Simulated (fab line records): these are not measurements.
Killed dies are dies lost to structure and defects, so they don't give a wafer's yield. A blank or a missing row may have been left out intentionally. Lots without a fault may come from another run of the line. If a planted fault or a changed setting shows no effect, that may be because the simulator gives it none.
Split-lot trial    flow rit cmos    5 lots, 23 wafers read, on a route of 202 steps

== THE SPLIT ITSELF ==
At RIT_PLDD_IMPLANT_08, the setting energy kev was moved away from the recipe's 20 on 6 of the 23 wafers read, by +2.9% to +4.7%. The other wafers ran this setting at the recipe's value.

The reading is taken at the split's own step.

== THE READING ==
In nm, at RIT_PLDD_IMPLANT_08: implant.drp nm, which is the simulator's own figure and was read by no gauge. The file does not state a usual value for it.

wafer   tool, chamber at the split  energy kev as run  against the recipe  implant.drp nm, nm  against lot-mates on the recipe
L074.1  implanter-01, 0             20                 recipe              9.752               -
L074.3  implanter-01, 0             20                 recipe              9.752               -
L074.4  implanter-01, 0             20.94              +4.7%               10.07               +0.318
L074.5  implanter-01, 0             20.94              +4.7%               10.07               +0.318
L074.6  implanter-01, 0             20.94              +4.7%               10.07               +0.318
L077.1  implanter-02, 0             20                 recipe              9.752               -
L077.5  implanter-02, 0             20                 recipe              9.752               -
L077.2  implanter-02, 0             20.58              +2.9%               9.949               +0.197
L077.3  implanter-02, 0             20.58              +2.9%               9.949               +0.197
L077.4  implanter-02, 0             20.58              +2.9%               9.949               +0.197
L078.2  implanter-03, 0             20                 recipe              9.752               -
L078.3  implanter-03, 0             20                 recipe              9.752               -
L078.6  implanter-03, 0             20                 recipe              9.752               -
L080.2  implanter-03, 0             20                 recipe              9.752               -
L080.3  implanter-03, 0             20                 recipe              9.752               -
L080.4  implanter-03, 0             20                 recipe              9.752               -
L080.5  implanter-03, 0             20                 recipe              9.752               -
L080.6  implanter-03, 0             20                 recipe              9.752               -
L084.2  implanter-01, 0             20                 recipe              9.752               -
L084.3  implanter-01, 0             20                 recipe              9.752               -
L084.4  implanter-01, 0             20                 recipe              9.752               -
L084.5  implanter-01, 0             20                 recipe              9.752               -
L084.6  implanter-01, 0             20                 recipe              9.752               -

THE FIT
A straight line over all 23 wafers: implant.drp nm changes by +0.0677 nm for each +1% of energy kev; r = +1.00; the points scatter about the line by 0.00025 nm.
The same after taking each lot's own level away (the mean of its wafers on the recipe; 23 wafers): +0.0677 nm for each +1%; r = +1.00; scatter 0.00025 nm.
The reading moves by 0.32 nm for the largest change in energy kev, on that fit.
The lots' own levels span 9.7520 to 9.7520 nm.
So the lot-to-lot level changes the slope little: the two slopes agree.
Check: with one of the wafers moved furthest among these (+4.7%) left out of the fit, the line predicts +0.318 nm for it against its lot-mates. It came out at +0.318 nm against them.

== ADDITIONAL SPLITS CARRIED BY THESE WAFERS ==
These wafers also went through other splits before the reading. Each is held against what the fit with the lots' levels taken away leaves over:
other split on the same wafers    wafers away from the commonest value  r with implant.drp nm (lot level and that fit taken away)
RIT_ACTIVE_OXIDATION_01 temp c    10                                    +0.11
RIT_ACTIVE_COAT_06 spin rpm       6                                     -0.84
RIT_PWELL_IMPLANT_08 dose cm2     6                                     +0.47
RIT_NRETRO_IMPLANT_08 dose cm2    10                                    +0.24
RIT_PRETRO_IMPLANT_08 energy kev  6                                     +0.21
RIT_GATE_CVD_08 time s            15                                    +0.36
RIT_NLDD_IMPLANT_08 dose cm2      7                                     +0.45

== FILE'S OWN FIT ==
implant.drp nm changes by +0.0681 nm for each +1% of energy kev, r = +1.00.
